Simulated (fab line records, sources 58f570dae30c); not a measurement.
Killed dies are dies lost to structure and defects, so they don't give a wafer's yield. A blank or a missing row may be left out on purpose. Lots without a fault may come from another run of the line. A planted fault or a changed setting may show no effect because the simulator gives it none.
fab line records | flow berkeley_cmos170
record lots=5 wafers=15 last_day=12
route steps=331 shown NSD@190 BACKSIDE@199 SDANNEAL@204 PSD@206 PLDD@208 NLDD@209 SILICIDE@210 CONTACT@216
lots that met no fault: from a run of the same line without faults
start_h: hours from the record's first day to the start of the lot's first wafer shown | wait_h: hours since the lot's step before | " the same as in the row above | L1.1+2: a row that stands for several wafers | - no value, or no start given | * or withheld: withheld | < > ~ a bound
route shown NAME@n: a module of which the file shows steps, and the number in the route of the first | usual: mean/standard deviation of fault-free wafers | same: alike in all rows | chamber/n: place in a boat | sites: the reading at each site | _std_site: their standard deviation | _edge_site: outer sites' mean less inner sites' | radius_mm: how far each site lies from the wafer's centre | mask NAME#n: copy n | behind: the tool/chamber that last shaped the wafer | hold: why the lot was held/for how many hours/how that ended | device: the transistor (n, p or np) that didn't switch | end of line: the same wafers' tests at the end of the route | a step without rows: its recipe alone | killed: dies lost to structure and defects at the first sort, not the wafer's yield | map: a wafer's dies, x killed, . not, _ none there
set.NAME: the setting as run; set.NAME@STEP: as run at that earlier step | model.NAME: the simulator's own value behind a step, which no gauge read
lots at some steps of the route; a table a step, a row a wafer
services: from which hour (start_h, from the record's first day; less than 0 if before it) a tool's chamber was out of use, for how many hours, and why
## steps
# step UCB170_NSD_EXPOSE_03
# recipe mask_id=NSELECT_MOD na=0.5 sigma_outer=0.6 source_shape=conventional target_cd_nm=1200 dose_mj=30
# usual exposure_dose_mJ_cm2=29.627/0.026
# same sigma_outer=0.6
# columns lot.wafer tool chamber start_h wait_h mask exposure_dose_mJ_cm2
L083.1 krf_scanner-02 0 192.28 0.4 NSELECT_MOD#0 29.646
L083.3 " 0 " " NSELECT_MOD#0 29.629
L083.6 " 0 " " NSELECT_MOD#0 29.646
L086.1 krf_scanner-02 0 200.37 0.1 NSELECT_MOD#0 29.619
L086.3 " 0 " " NSELECT_MOD#0 29.644
L086.6 " 0 " " NSELECT_MOD#0 29.613
L089.2 krf_scanner-01 0 219.31 0.1 NSELECT_MOD#0 29.542
L089.4 " 0 " " NSELECT_MOD#0 29.597
L089.6 " 0 " " NSELECT_MOD#0 29.589
L091.2 krf_scanner-02 0 224.23 0.1 NSELECT_MOD#0 29.639
L091.5 " 0 " " NSELECT_MOD#0 29.639
L091.6 " 0 " " NSELECT_MOD#0 29.631
L095.1 krf_scanner-01 0 254.84 0.2 NSELECT_MOD#0 29.627
L095.3 " 0 " " NSELECT_MOD#0 29.649
L095.6 " 0 " " NSELECT_MOD#0 29.589
# step UCB170_NSD_PEB_04
# recipe peb_temp_c=130 peb_time_s=withheld resist=KrF
# usual chill_plate_temp_C=23.00/0.1 plate_sensor_t_centre_C=131.41/0.0092 plate_sensor_t_edge_C=131.53/0.01
# columns lot.wafer tool chamber start_h wait_h chill_plate_temp_C plate_sensor_t_centre_C plate_sensor_t_edge_C
L083.1 litho_track-01 0 192.94 0.6 23.05 131.41 131.53
L083.3 " 0 " " 23.04 131.41 131.53
L083.6 " 0 " " 23.07 131.4 131.53
L086.1 litho_track-02 0 200.49 0.1 22.98 131.41 131.55
L086.3 " 0 " " 22.95 131.42 131.51
L086.6 " 0 " " 22.87 131.41 131.54
L089.2 litho_track-01 0 219.67 0.3 23.09 131.4 131.53
L089.4 " 0 " " 22.82 131.42 131.52
L089.6 " 0 " " 23.00 131.42 131.52
L091.2 litho_track-01 0 224.36 0.1 22.95 131.41 131.54
L091.5 " 0 " " 23.16 131.4 131.54
L091.6 " 0 " " 23.08 131.38 131.54
L095.1 litho_track-02 0 254.96 0.1 22.90 131.41 131.53
L095.3 " 0 " " 22.86 131.42 131.53
L095.6 " 0 " " 22.88 131.41 131.53
# step UCB170_NSD_DEVELOP_05
# recipe developer=TMAH develop_time_s=45 resist=KrF dev_temp_c=21
# usual chill_plate_temp_C=23.00/0.093
# columns lot.wafer tool chamber start_h wait_h chill_plate_temp_C
L083.1 litho_track-01 0 - - 23.04
L083.3 " 0 " " 22.96
L083.6 " 0 " " 22.99
L086.1 litho_track-02 0 - - 23.08
L086.3 " 0 " " 22.94
L086.6 " 0 " " 23.00
L089.2 litho_track-01 0 - - 23.03
L089.4 " 0 " " 22.96
L089.6 " 0 " " 23.04
L091.2 litho_track-01 0 - - 22.94
L091.5 " 0 " " 23.04
L091.6 " 0 " " 23.01
L095.1 litho_track-02 0 - - 23.00
L095.3 " 0 " " 22.97
L095.6 " 0 " " 23.11
# step UCB170_NSD_CD_MEAS_06
# recipe target_cd_nm=1200
# usual cd_nm=1199.9/1.6
# columns lot.wafer tool chamber start_h wait_h cd_nm
L083.1 cd_sem-01 - 193.22 - 1199.8
L083.3 " - " " 1199.4
L083.6 " - " " 1201.2
L086.1 cd_sem-01 - 200.76 - 1197.6
L086.3 " - " " 1198.5
L086.6 " - " " 1198.1
L089.2 cd_sem-01 - 219.94 - 1200.0
L089.4 " - " " 1199.9
L089.6 " - " " 1198.9
L091.2 cd_sem-01 - 224.63 - 1201.3
L091.5 " - " " 1201.4
L091.6 " - " " 1201.2
L095.1 cd_sem-02 - 255.24 - 1201.9
L095.3 " - " " 1202.7
L095.6 " - " " 1202.2
# step UCB170_NSD_OVL_MEAS_07
# usual NSD_OVL=-2/4.8
# columns lot.wafer tool chamber start_h wait_h NSD_OVL[nm]
L083.1 overlay-02 - 193.34 0.1 -6
L083.3 " - " " -2
L083.6 " - " " -3
L086.1 overlay-02 - 200.88 0.1 -2
L086.3 " - " " -3
L086.6 " - " " -3
L089.2 overlay-02 - 220.04 0.1 -2
L089.4 " - " " 10
L089.6 " - " " 8
L091.2 overlay-01 - 224.73 0.1 -7
L091.5 " - " " 1
L091.6 " - " " -3
L095.1 overlay-02 - 255.36 0.1 1
L095.3 " - " " 0
L095.6 " - " " 6
# step UCB170_NSD_IMPLANT_08
# recipe species=P dose_cm2=3e+15 energy_kev=40 tilt_deg=7
# usual beam_on_s=10.00/0.2
# columns lot.wafer tool chamber start_h wait_h beam_on_s
L083.1 implanter-01 0 193.37 0.0 10.17
L083.3 " 0 " " 10.07
L083.6 " 0 " " 10.03
L086.1 implanter-01 0 200.92 0.0 9.62
L086.3 " 0 " " 10.18
L086.6 " 0 " " 9.64
L089.2 implanter-01 0 220.10 0.0 10.11
L089.4 " 0 " " 9.83
L089.6 " 0 " " 9.67
L091.2 implanter-03 0 224.79 0.0 10.09
L091.5 " 0 " " 10.01
L091.6 " 0 " " 10.14
L095.1 implanter-04 0 255.39 0.0 10.26
L095.3 " 0 " " 10.41
L095.6 " 0 " " 9.74
# step UCB170_NSD_STRIP_09
# recipe chemistry=O2 power_w=400 pressure_mtorr=3500 platen_temp_c=withheld o2_flow_sccm=400 overash_fraction=0.5
# usual drypump_motor_current_A=5.87/0.21 oes_product_au=0.534/0.0049 strip_time_to_endpoint_s=35.82/0.081
# columns lot.wafer tool chamber start_h wait_h drypump_motor_current_A oes_product_au rf_hours_counter_h strip_time_to_endpoint_s
L083.1 plasma_asher-02 1 193.52 0.1 5.62 0.533 6 35.92
L083.3 " 1 " " 5.63 0.535 - 35.89
L083.6 " 0 " " 5.99 0.536 - 35.86
L086.1 plasma_asher-02 0 201.07 0.1 5.98 0.541 7 35.90
L086.3 " 1 " " 5.63 0.531 - 35.92
L086.6 " 0 " " 5.97 0.530 - 35.91
L089.2 plasma_asher-04 0 220.22 0.1 5.84 0.533 54 35.97
L089.4 " 0 " " 5.86 0.534 - 35.94
L089.6 " 0 " " 5.84 0.533 - 35.96
L091.2 plasma_asher-02 0 224.91 0.1 6.01 0.536 10 35.72
L091.5 " 1 " " 5.61 0.528 - 35.72
L091.6 " 0 " " 6.02 0.534 - 35.68
L095.1 plasma_asher-04 0 255.54 0.1 5.86 0.537 58 35.85
L095.3 " 1 " " 5.68 0.532 - 35.84
L095.6 " 1 " " 5.67 0.532 - 35.84
# step UCB170_NSD_TW_MEAS_10
# usual NSD_TW=4214/43
# columns lot.wafer tool chamber start_h wait_h NSD_TW
L083.1 film_metro-02 - 193.62 0.1 4141
L083.3 " - " " 4145
L083.6 " - " " 4128
L086.1 film_metro-04 - 201.17 0.1 4244
L086.3 " - " " 4228
L086.6 " - " " 4234
L089.2 film_metro-04 - 220.33 0.1 4237
L089.4 " - " " 4248
L089.6 " - " " 4241
L091.2 film_metro-01 - 225.02 0.1 4207
L091.5 " - " " 4213
L091.6 " - " " 4210
L095.1 film_metro-02 - 255.64 0.1 4128
L095.3 " - " " 4146
L095.6 " - " " 4134
# step UCB170_NSD_CLEAN_11
# recipe chemistry=SPM temp_c=120 time_s=600
# columns lot.wafer tool chamber start_h wait_h
L083.1+3+6 wet_bench-04 0 193.68 0.1
L086.1+3+6 wet_bench-04 2 201.23 0.1
L089.2+4+6 wet_bench-04 0 220.38 0.0
L091.2+5+6 wet_bench-04 3 225.07 0.0
L095.1+3+6 wet_bench-02 1 255.70 0.1
# step UCB170_BACKSIDE_HMDS_00
# recipe prime_time_s=60 prime_temp_c=100
# usual chill_plate_temp_C=22.99/0.11
# columns lot.wafer tool chamber start_h wait_h chill_plate_temp_C
L083.1 litho_track-04 0 193.94 0.1 23.04
L083.3 " 0 " " 22.90
L083.6 " 0 " " 22.99
L086.1 litho_track-03 0 201.85 0.4 22.92
L086.3 " 0 " " 22.81
L086.6 " 0 " " 22.97
L089.2 litho_track-01 0 220.67 0.1 23.06
L089.4 " 0 " " 22.83
L089.6 " 0 " " 22.91
L091.2 litho_track-03 0 225.51 0.3 22.96
L091.5 " 0 " " 22.97
L091.6 " 0 " " 22.97
L095.1 litho_track-01 0 255.95 0.1 22.96
L095.3 " 0 " " 23.07
L095.6 " 0 " " 23.10
# step UCB170_BACKSIDE_COAT_01
# recipe resist=KrF spin_rpm=1500 resist_thk_nm=900
# usual chill_plate_temp_C=22.97/0.11
# columns lot.wafer tool chamber start_h wait_h chill_plate_temp_C
L083.1 litho_track-04 0 194.09 0.1 22.84
L083.3 " 0 " " 22.83
L083.6 " 0 " " 22.68
L086.1 litho_track-03 0 202.00 0.1 22.85
L086.3 " 0 " " 23.07
L086.6 " 0 " " 22.94
L089.2 litho_track-01 0 220.82 0.1 23.04
L089.4 " 0 " " 22.99
L089.6 " 0 " " 23.03
L091.2 litho_track-03 0 225.66 0.1 23.01
L091.5 " 0 " " 22.94
L091.6 " 0 " " 22.88
L095.1 litho_track-01 0 256.10 0.1 22.94
L095.3 " 0 " " 22.91
L095.6 " 0 " " 22.95
# step UCB170_BACKSIDE_SOFTBAKE_02
# recipe resist=KrF temp_c=130 time_s=60
# usual chill_plate_temp_C=22.99/0.098
# columns lot.wafer tool chamber start_h wait_h chill_plate_temp_C
L083.1 litho_track-04 0 194.24 0.1 22.95
L083.3 " 0 " " 23.05
L083.6 " 0 " " 22.84
L086.1 litho_track-03 0 202.15 0.1 22.98
L086.3 " 0 " " 23.02
L086.6 " 0 " " 22.97
L089.2 litho_track-01 0 220.97 0.1 22.88
L089.4 " 0 " " 22.93
L089.6 " 0 " " 22.95
L091.2 litho_track-03 0 225.81 0.1 23.06
L091.5 " 0 " " 23.00
L091.6 " 0 " " 23.06
L095.1 litho_track-01 0 256.25 0.1 22.97
L095.3 " 0 " " 22.97
L095.6 " 0 " " 22.96
# step UCB170_BACKSIDE_STRIP_03
# recipe chemistry=O2 power_w=400 pressure_mtorr=3500 platen_temp_c=withheld o2_flow_sccm=400 overash_fraction=0.5
# usual drypump_motor_current_A=5.76/0.22 oes_product_au=0.734/0.0046 strip_time_to_endpoint_s=21.97/0.073
# columns lot.wafer tool chamber start_h wait_h drypump_motor_current_A oes_product_au rf_hours_counter_h strip_time_to_endpoint_s
L083.1 plasma_asher-04 0 194.39 0.1 5.85 0.724 51 22.04
L083.3 " 0 " " 5.84 0.733 - 22.01
L083.6 " 0 " " 5.84 0.738 - 21.98
L086.1 plasma_asher-02 1 202.30 0.1 5.61 0.731 7 21.96
L086.3 " 1 " " 5.61 0.742 - 21.94
L086.6 " 0 " " 5.97 0.734 - 21.96
L089.2 plasma_asher-04 0 221.09 0.1 5.85 0.735 54 21.86
L089.4 " 1 " " 5.67 0.729 - 21.94
L089.6 " 1 " " 5.66 0.736 - 21.89
L091.2 plasma_asher-04 1 225.94 0.1 5.69 0.737 55 21.90
L091.5 " 1 " " 5.69 0.735 - 21.98
L091.6 " 0 " " 5.86 0.728 - 21.89
L095.1 plasma_asher-03 0 256.40 0.1 5.46 0.740 45 21.93
L095.3 " 0 " " 5.46 0.741 - 22.00
L095.6 " 0 " " 5.47 0.732 - 21.95
# step UCB170_BACKSIDE_CLEAN_04
# recipe chemistry=SPM temp_c=120 time_s=600
# columns lot.wafer tool chamber start_h wait_h
L083.1+3+6 wet_bench-01 2 194.49 0.1
L086.1+3+6 wet_bench-01 0 202.40 0.1
L089.2+4+6 wet_bench-01 1 221.19 0.1
L091.2+5+6 wet_bench-01 2 226.04 0.1
L095.1+3+6 wet_bench-02 0 256.50 0.1
# step UCB170_SDANNEAL_RTA_00
# recipe temp_c=900 time_s=10 ambient=N2
# usual lamp_power_pct=26.43/0.067 wafer_temp_C_max=904.1/1
# columns lot.wafer tool chamber start_h wait_h lamp_power_pct wafer_temp_C_max
L083.1 rtp_anneal-02 0 194.67 0.0 26.50 904.6
L083.3 " 0 " " 26.46 905.6
L083.6 " 0 " " 26.45 904.9
L086.1 rtp_anneal-01 0 202.57 0.0 26.39 903.1
L086.3 " 0 " " 26.36 903.1
L086.6 " 0 " " 26.38 902.5
L089.2 rtp_anneal-01 0 221.38 0.0 26.35 904.6
L089.4 " 0 " " 26.30 903.9
L089.6 " 0 " " 26.35 904.2
L091.2 rtp_anneal-01 0 226.22 0.0 26.35 904.2
L091.5 " 0 " " 26.33 903.9
L091.6 " 0 " " 26.37 902.6
L095.1 rtp_anneal-01 0 256.68 0.0 26.34 902.8
L095.3 " 0 " " 26.33 902.7
L095.6 " 0 " " 26.37 903.2
# step UCB170_SDANNEAL_RTA_01
# recipe temp_c=1050 time_s=5 ambient=N2
# usual lamp_power_pct=40.80/0.098 wafer_temp_C_max=1055.0/1.3
# columns lot.wafer tool chamber start_h wait_h lamp_power_pct wafer_temp_C_max
L083.1 rtp_anneal-02 0 194.73 0.1 40.86 1058.4
L083.3 " 0 " " 40.82 1055.6
L083.6 " 0 " " 40.87 1055.9
L086.1 rtp_anneal-01 0 202.64 0.1 40.75 1053.2
L086.3 " 0 " " 40.72 1053.8
L086.6 " 0 " " 40.69 1053.4
L089.2 rtp_anneal-01 0 221.44 0.1 40.75 1053.4
L089.4 " 0 " " 40.72 1053.0
L089.6 " 0 " " 40.72 1053.8
L091.2 rtp_anneal-01 0 226.29 0.1 40.66 1053.4
L091.5 " 0 " " 40.72 1053.2
L091.6 " 0 " " 40.63 1053.5
L095.1 rtp_anneal-01 0 256.74 0.1 40.67 1053.0
L095.3 " 0 " " 40.72 1053.8
L095.6 " 0 " " 40.71 1053.7
# step UCB170_SDANNEAL_RS_MEAS_02
# recipe thk_meas_gauge=four-point-probe
# usual PSD_RS=75.6/0.3
# columns lot.wafer tool chamber start_h wait_h PSD_RS[ohm/sq]
L083.1 film_metro-01 - 194.79 0.0 76.0
L083.3 " - " " 75.7
L083.6 " - " " 75.5
L086.1 film_metro-02 - 202.70 0.0 75.9
L086.3 " - " " 76.3
L086.6 " - " " 76.0
L089.2 film_metro-04 - 221.51 0.1 75.5
L089.4 " - " " 75.6
L089.6 " - " " 75.6
L091.2 film_metro-02 - 226.36 0.1 75.6
L091.5 " - " " 75.3
L091.6 " - " " 75.3
L095.1 film_metro-02 - 256.80 0.0 76.0
L095.3 " - " " 75.7
L095.6 " - " " 75.8
# step UCB170_SDANNEAL_RS_MEAS_03
# recipe thk_meas_gauge=four-point-probe
# usual NSD_RS=37.28/0.1
# columns lot.wafer tool chamber start_h wait_h NSD_RS[ohm/sq]
L083.1 film_metro-01 - 194.91 0.1 37.40
L083.3 " - " " 37.33
L083.6 " - " " 37.36
L086.1 film_metro-02 - 202.82 0.1 37.25
L086.3 " - " " 37.17
L086.6 " - " " 37.21
L089.2 film_metro-04 - 221.63 0.1 37.13
L089.4 " - " " 37.20
L089.6 " - " " 37.15
L091.2 film_metro-02 - 226.48 0.1 37.27
L091.5 " - " " 37.30
L091.6 " - " " 37.32
L095.1 film_metro-02 - 256.92 0.1 37.27
L095.3 " - " " 37.23
L095.6 " - " " 37.28
# step UCB170_SDANNEAL_RS_MEAS_04
# recipe thk_meas_gauge=four-point-probe
# usual PLDD_RS=1036/3.1
# columns lot.wafer tool chamber start_h wait_h PLDD_RS[ohm/sq]
L083.1 film_metro-01 - 195.03 0.1 1036
L083.3 " - " " 1033
L083.6 " - " " 1035
L086.1 film_metro-02 - 202.94 0.1 1036
L086.3 " - " " 1033
L086.6 " - " " 1040
L089.2 film_metro-04 - 221.75 0.1 1039
L089.4 " - " " 1041
L089.6 " - " " 1039
L091.2 film_metro-02 - 226.60 0.1 1032
L091.5 " - " " 1034
L091.6 " - " " 1034
L095.1 film_metro-02 - 257.04 0.1 1038
L095.3 " - " " 1036
L095.6 " - " " 1037
# step UCB170_SDANNEAL_RS_MEAS_05
# recipe thk_meas_gauge=four-point-probe
# usual NLDD_RS=617.0/1.3
# columns lot.wafer tool chamber start_h wait_h NLDD_RS[ohm/sq]
L083.1 film_metro-01 - 195.15 0.1 617.9
L083.3 " - " " 619.4
L083.6 " - " " 619.4
L086.1 film_metro-02 - 203.06 0.1 615.0
L086.3 " - " " 616.0
L086.6 " - " " 615.1
L089.2 film_metro-04 - 221.87 0.1 617.3
L089.4 " - " " 614.9
L089.6 " - " " 617.0
L091.2 film_metro-02 - 226.72 0.1 620.1
L091.5 " - " " 616.7
L091.6 " - " " 616.5
L095.1 film_metro-02 - 257.16 0.1 616.6
L095.3 " - " " 616.4
L095.6 " - " " 616.2
# step UCB170_SILICIDE_PRE_CLEAN_00
# recipe gas=Ar preclean_etch_time_s=60
# columns lot.wafer tool chamber start_h wait_h
L083.1+3+6 pvd_sputter-01 - 195.27 0.1
L086.1+3+6 pvd_sputter-01 - 203.18 0.1
L089.2+4+6 pvd_sputter-02 - 221.97 0.1
L091.2+5+6 pvd_sputter-03 - 226.82 0.1
L095.1+3+6 pvd_sputter-02 - 257.28 0.1
# step UCB170_SILICIDE_SPUTTER_01
# recipe material=Ti target_thk_nm=30 time_s=25 power_w=1500 chamber_pressure_pa=0.5
# usual throttle_valve_pct=29.8/1.1
# columns lot.wafer tool chamber start_h wait_h throttle_valve_pct
L083.1 pvd_sputter-01 - 195.34 0.0 30.7
L083.3 " - " " 30.4
L083.6 " - " " 29.0
L086.1 pvd_sputter-01 - 203.24 0.0 30.3
L086.3 " - " " 30.6
L086.6 " - " " 30.8
L089.2 pvd_sputter-02 - 222.04 0.0 27.9
L089.4 " - " " 30.0
L089.6 " - " " 27.8
L091.2 pvd_sputter-03 - 226.88 0.0 30.6
L091.5 " - " " 30.2
L091.6 " - " " 27.3
L095.1 pvd_sputter-02 - 257.35 0.0 31.6
L095.3 " - " " 30.2
L095.6 " - " " 30.3
# step UCB170_SILICIDE_RS_MEAS_02
# recipe thk_meas_gauge=four-point-probe reads=Ti_of_SILICIDE_SPUTTER_01
# usual SILICIDE_TI_RS=26.0/0.3
# columns lot.wafer tool chamber start_h wait_h SILICIDE_TI_RS[ohm/sq]
L083.1 film_metro-04 - 195.37 0.0 25.8
L083.3 " - " " 25.7
L083.6 " - " " 25.9
L086.1 film_metro-04 - 203.27 0.0 26.2
L086.3 " - " " 26.4
L086.6 " - " " 26.2
L089.2 film_metro-01 - 222.09 0.0 25.9
L089.4 " - " " 26.1
L089.6 " - " " 26.1
L091.2 film_metro-03 - 226.94 0.0 25.7
L091.5 " - " " 25.7
L091.6 " - " " 25.8
L095.1 film_metro-03 - 257.38 0.0 25.7
L095.3 " - " " 26.0
L095.6 " - " " 26.1
# step UCB170_SILICIDE_THK_MEAS_03
# recipe thk_meas_gauge=xrf reads=Ti_of_SILICIDE_SPUTTER_01
# usual SILICIDE_TI_THK=30.0/0.32
# columns lot.wafer tool chamber start_h wait_h SILICIDE_TI_THK[nm]
L083.1 film_metro-04 - 195.49 0.1 30.4
L083.3 " - " " 30.5
L083.6 " - " " 30.2
L086.1 film_metro-04 - 203.39 0.1 30.1
L086.3 " - " " 29.9
L086.6 " - " " 30.0
L089.2 film_metro-01 - 222.20 0.1 30.1
L089.4 " - " " 30.0
L089.6 " - " " 30.0
L091.2 film_metro-03 - 227.05 0.1 30.2
L091.5 " - " " 30.3
L091.6 " - " " 30.3
L095.1 film_metro-03 - 257.50 0.1 30.2
L095.3 " - " " 29.8
L095.6 " - " " 29.8
# step UCB170_SILICIDE_RTA_04
# recipe temp_c=650 time_s=15 ambient=N2
# usual lamp_power_pct=11.319/0.029 wafer_temp_C_max=652.8/0.8
# columns lot.wafer tool chamber start_h wait_h lamp_power_pct wafer_temp_C_max
L083.1 rtp_anneal-02 0 195.55 0.1 11.352 653.0
L083.3 " 0 " " 11.343 654.1
L083.6 " 0 " " 11.355 653.3
L086.1 rtp_anneal-01 0 203.45 0.1 11.284 651.8
L086.3 " 0 " " 11.295 652.5
L086.6 " 0 " " 11.300 651.9
L089.2 rtp_anneal-01 0 222.26 0.1 11.277 652.1
L089.4 " 0 " " 11.301 652.9
L089.6 " 0 " " 11.295 651.9
L091.2 rtp_anneal-01 0 227.11 0.1 11.294 652.0
L091.5 " 0 " " 11.290 651.4
L091.6 " 0 " " 11.301 652.1
L095.1 rtp_anneal-01 0 257.56 0.1 11.295 652.4
L095.3 " 0 " " 11.290 651.7
L095.6 " 0 " " 11.296 651.8
# step UCB170_SILICIDE_WET_ETCH_05
# recipe chemistry=SPM time_s=45 temp_c=120 target=Ti
# columns lot.wafer tool chamber start_h wait_h
L083.1+3+6 wet_bench-04 2 195.62 0.1
L086.1+3+6 wet_bench-01 1 203.53 0.1
L089.2+4+6 wet_bench-04 3 222.41 0.1
L091.2+5+6 wet_bench-03 3 227.17 0.1
L095.1+3+6 wet_bench-04 0 257.63 0.1
# step UCB170_CONTACT_CLEAN_00
# recipe chemistry=SPM temp_c=120 time_s=600
# columns lot.wafer tool chamber start_h wait_h
L083.1+3+6 wet_bench-01 0 195.64 0.0
L086.1+3+6 wet_bench-04 1 203.55 0.0
L089.2+4+6 wet_bench-04 1 222.43 0.0
L091.2+5+6 wet_bench-03 2 227.19 0.0
L095.1+3+6 wet_bench-03 0 257.65 0.0
# step UCB170_CONTACT_CVD_01
# recipe material=PSG target_thk_nm=700 temp_c=450 precursor=SiH4/O2/PH3 time_s=2820 pressure_mtorr=300 sih4_flow_sccm=60 o2_flow_sccm=90 ph3_flow_sccm=25
# usual sih4_flow_sccm=60.01/0.17 zone_power_centre_pct=18.6/1.1
# columns lot.wafer tool chamber start_h wait_h sih4_flow_sccm zone_power_centre_pct
L083.1 lpcvd-02 1 195.85 0.0 60.21 17.1
L083.3 " 1 " " 60.02 17.2
L083.6 " 1 " " 60.19 17.2
L086.1 lpcvd-01 1 203.83 0.1 59.99 19.1
L086.3 " 1 " " 60.10 19.0
L086.6 " 1 " " 60.23 19.4
L089.2 lpcvd-01 1 222.62 0.0 59.86 19.4
L089.4 " 1 " " 59.96 18.7
L089.6 " 1 " " 59.99 19.0
L091.2 lpcvd-01 1 227.38 0.0 59.93 18.8
L091.5 " 1 " " 60.17 19.4
L091.6 " 1 " " 60.07 19.5
L095.1 lpcvd-02 0 259.25 1.4 60.05 19.8
L095.3 " 0 " " 59.91 19.1
L095.6 " 0 " " 60.11 19.7
# step UCB170_CONTACT_THK_MEAS_02
# recipe reads=PSG_of_CONTACT_CVD_01
# usual CONTACT_PSG_THK=698/6.4
# columns lot.wafer tool chamber start_h wait_h CONTACT_PSG_THK[nm]
L083.1 film_metro-02 - 197.66 0.0 690
L083.3 " - " " 690
L083.6 " - " " 691
L086.1 film_metro-03 - 205.62 0.0 692
L086.3 " - " " 692
L086.6 " - " " 701
L089.2 film_metro-02 - 224.41 0.0 687
L089.4 " - " " 690
L089.6 " - " " 690
L091.2 film_metro-01 - 229.18 0.0 694
L091.5 " - " " 696
L091.6 " - " " 692
L095.1 film_metro-02 - 261.03 0.0 700
L095.3 " - " " 696
L095.6 " - " " 695
# step UCB170_CONTACT_HMDS_03
# recipe prime_time_s=60 prime_temp_c=100.7
# usual chill_plate_temp_C=22.98/0.091
# columns lot.wafer tool chamber start_h wait_h chill_plate_temp_C
L083.1 litho_track-03 0 197.82 0.2 23.03
L083.3 " 0 " " 23.05
L083.6 " 0 " " 23.08
L086.1 litho_track-01 0 205.68 0.1 22.91
L086.3 " 0 " " 23.02
L086.6 " 0 " " 23.17
L089.2 litho_track-03 0 224.61 0.2 22.96
L089.4 " 0 " " 23.01
L089.6 " 0 " " 22.96
L091.2 litho_track-02 0 229.25 0.1 23.10
L091.5 " 0 " " 23.04
L091.6 " 0 " " 23.07
L095.1 litho_track-01 0 261.09 0.1 23.14
L095.3 " 0 " " 23.02
L095.6 " 0 " " 22.91
# step UCB170_CONTACT_COAT_04
# recipe resist=KrF spin_rpm=1500 resist_thk_nm=900
# usual chill_plate_temp_C=22.99/0.12
# columns lot.wafer tool chamber start_h wait_h chill_plate_temp_C
L083.1 litho_track-03 0 197.97 0.1 23.01
L083.3 " 0 " " 23.03
L083.6 " 0 " " 23.11
L086.1 litho_track-01 0 205.83 0.1 23.05
L086.3 " 0 " " 22.99
L086.6 " 0 " " 22.98
L089.2 litho_track-03 0 224.76 0.1 22.93
L089.4 " 0 " " 22.96
L089.6 " 0 " " 22.95
L091.2 litho_track-02 0 229.40 0.1 23.17
L091.5 " 0 " " 23.10
L091.6 " 0 " " 23.12
L095.1 litho_track-01 0 261.24 0.1 23.09
L095.3 " 0 " " 23.03
L095.6 " 0 " " 23.06
# step UCB170_CONTACT_SOFTBAKE_05
# recipe resist=KrF temp_c=130 time_s=60
# usual chill_plate_temp_C=23.00/0.093
# columns lot.wafer tool chamber start_h wait_h chill_plate_temp_C
L083.1 litho_track-03 0 198.12 0.1 23.13
L083.3 " 0 " " 23.14
L083.6 " 0 " " 23.11
L086.1 litho_track-01 0 205.98 0.1 23.05
L086.3 " 0 " " 23.08
L086.6 " 0 " " 22.82
L089.2 litho_track-03 0 224.91 0.1 22.92
L089.4 " 0 " " 23.01
L089.6 " 0 " " 23.06
L091.2 litho_track-02 0 229.55 0.1 23.01
L091.5 " 0 " " 22.89
L091.6 " 0 " " 23.01
L095.1 litho_track-01 0 261.39 0.1 23.13
L095.3 " 0 " " 23.01
L095.6 " 0 " " 23.10
# step UCB170_CONTACT_STRIP_06
# recipe chemistry=O2 power_w=400 pressure_mtorr=3500 platen_temp_c=withheld o2_flow_sccm=400 overash_fraction=0.5
# usual drypump_motor_current_A=5.83/0.24 oes_product_au=0.735/0.0048 strip_time_to_endpoint_s=21.94/0.068
# columns lot.wafer tool chamber start_h wait_h drypump_motor_current_A oes_product_au rf_hours_counter_h strip_time_to_endpoint_s
L083.1 plasma_asher-01 1 198.27 0.1 6.22 0.733 50 22.00
L083.3 " 0 " " 6.02 0.735 - 21.96
L083.6 " 1 " " 6.25 0.736 - 21.92
L086.1 plasma_asher-03 0 206.13 0.1 5.47 0.740 39 22.06
L086.3 " 0 " " 5.44 0.738 - 22.00
L086.6 " 0 " " 5.49 0.738 - 21.94
L089.2 plasma_asher-04 0 225.04 0.1 5.83 0.726 54 22.02
L089.4 " 1 " " 5.65 0.735 - 22.05
L089.6 " 1 " " 5.65 0.738 - 21.99
L091.2 plasma_asher-01 1 229.68 0.1 6.27 0.728 54 21.97
L091.5 " 0 " " 6.01 0.732 - 21.97
L091.6 " 1 " " 6.27 0.738 - 22.01
L095.1 plasma_asher-04 0 261.54 0.1 5.84 0.731 58 21.91
L095.3 " 1 " " 5.65 0.733 - 21.88
L095.6 " 1 " " 5.66 0.735 - 21.89
# step UCB170_CONTACT_CLEAN_07
# recipe chemistry=SPM temp_c=120 time_s=600
# columns lot.wafer tool chamber start_h wait_h
L083.1+3+6 wet_bench-04 3 198.41 0.1
L086.1+3+6 wet_bench-04 1 206.23 0.1
L089.2+4+6 wet_bench-04 3 225.29 0.2
L091.2+5+6 wet_bench-04 0 229.78 0.1
L095.1+3+6 wet_bench-03 0 261.67 0.1
# step UCB170_CONTACT_RTA_08
# recipe temp_c=900 time_s=10 ambient=N2
# usual lamp_power_pct=26.42/0.065 wafer_temp_C_max=904.2/1.2
# columns lot.wafer tool chamber start_h wait_h lamp_power_pct wafer_temp_C_max
L083.1 rtp_anneal-02 0 198.59 0.0 26.48 908.4
L083.3 " 0 " " 26.50 906.8
L083.6 " 0 " " 26.47 904.8
L086.1 rtp_anneal-02 0 206.40 0.0 26.47 904.7
L086.3 " 0 " " 26.45 906.1
L086.6 " 0 " " 26.53 905.5
L089.2 rtp_anneal-01 0 225.49 0.0 26.39 902.4
L089.4 " 0 " " 26.36 902.8
L089.6 " 0 " " 26.35 903.0
L091.2 rtp_anneal-01 0 229.97 0.0 26.36 902.7
L091.5 " 0 " " 26.34 903.0
L091.6 " 0 " " 26.37 903.3
L095.1 rtp_anneal-01 0 261.87 0.0 26.36 904.4
L095.3 " 0 " " 26.41 904.8
L095.6 " 0 " " 26.36 904.2
## services
# columns tool chamber start_h hours kind
implanter-03 - 175.17 1.5 repair
plasma_asher-03 - 187.87 1.6 repair
krf_scanner-02 - 194.06 0.8 pm
plasma_asher-03 - 194.65 2.0 repair
implanter-01 - 203.05 3.4 pm
krf_scanner-02 - 203.54 4.4 pm
rtp_anneal-01 - 206.34 0.8 pm
krf_scanner-01 - 208.67 1.3 pm
rtp_anneal-02 - 213.53 5.9 repair
krf_scanner-01 - 220.96 4.4 pm
krf_scanner-02 - 231.99 1.0 pm
plasma_asher-02 - 241.74 2.8 pm
implanter-01 - 244.28 3.7 pm
## key
fault none
